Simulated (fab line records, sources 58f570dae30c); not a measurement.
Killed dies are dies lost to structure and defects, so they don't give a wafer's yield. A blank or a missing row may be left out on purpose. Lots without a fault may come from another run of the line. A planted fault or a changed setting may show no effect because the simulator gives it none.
Problem report in the 8D (eight disciplines) form, filled by code | flow berkeley_cmos170 | the parts of the form that need people (team, actions taken, sign-off) are left out

1. THE PROBLEM
CONTACT_OVL at UCB170_CONTACT_OVL_MEAS_16 reads a mean of 134 nm on 12 wafers of 4 lots; wafers without a fault read 2 nm with a standard deviation of 4.8. That is +27 standard deviations from the usual mean.
First seen on wafer L350.1, day 9 22:01, on overlay-01. The record holds 48 wafers of 16 lots with a number at this step. Rule for "out", or "out of limits": more than 4 standard deviations from the usual mean. The other wafers with a number count as sound.

2. WHAT IT IS AND WHAT IT IS NOT
question                    | is                     | is not
which readings at this step | CONTACT_OVL            | -
which lots                  | L350, L351, L353, L355 | L339, L340, L341, L343, L344, L345, L346, L347, L348, L356, L358, L359
which wafers of those lots  | all that have a number | -
read on which gauges        | overlay-01, overlay-02 | -
when                        | from day 9 22:01       | up to then (27 sound wafers); but 9 sound wafers of L356, L358, L359 came after

3. SUSPECTS, AND WHAT RULES EACH OUT
Counting: a tool at a process step up to the reading stays a suspect if it ran every lot that is out and no sound lot after the first of them.
- the gauge at UCB170_CONTACT_OVL_MEAS_16: ruled out. The wafers that are out were read on 2 gauges (overlay-01, overlay-02).
- krf_scanner-02 at UCB170_CONTACT_EXPOSE_12 (exposes mask CONT, target cd 700 nm): kept. It ran every lot that is out, first L350 (day 9 21:31), and no sound lot after that; its last sound lot up to then is L346 (day 9 02:58).
Left after counting: krf_scanner-02 at UCB170_CONTACT_EXPOSE_12.

4. THE CAUSE (what the simulator had put in)
Scanner matching overlay: krf_scanner-02, from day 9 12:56 on, at UCB170_CONTACT_EXPOSE_12. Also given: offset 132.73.
Counting left only this tool.

5. THE CHAIN OF EFFECTS, in route order
Each row: a reading whose mean over the struck wafers that have a number lies more than 3 standard deviations from the usual. Only readings for which the record gives a usual standard deviation are gone through. hours: the time from each lot's start at the first step in this table that gives one to its start at this step, as a median over the lots. sigmas: the change in usual standard deviations.
hours | step                       | reading     | usual | on struck wafers | change | sigmas
0     | UCB170_CONTACT_OVL_MEAS_16 | CONTACT_OVL | 2 nm  | 134              | +132   | +27

6. WHAT WOULD HAVE CAUGHT IT SOONER
In this record the first reading out of limits at a measuring or inspecting step was taken at day 9 22:01, 9 hours after the fault began at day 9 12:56.
Of the tool readings at UCB170_CONTACT_EXPOSE_12 for which the record gives a usual standard deviation, none was out on any struck wafer, so an alarm limit of 4 standard deviations on them would not have fired.
Of the lots that are out (4), L351, L353, L355 began UCB170_CONTACT_EXPOSE_12 on krf_scanner-02 after day 9 22:01. A hold on the tool at that time would have spared those 3.
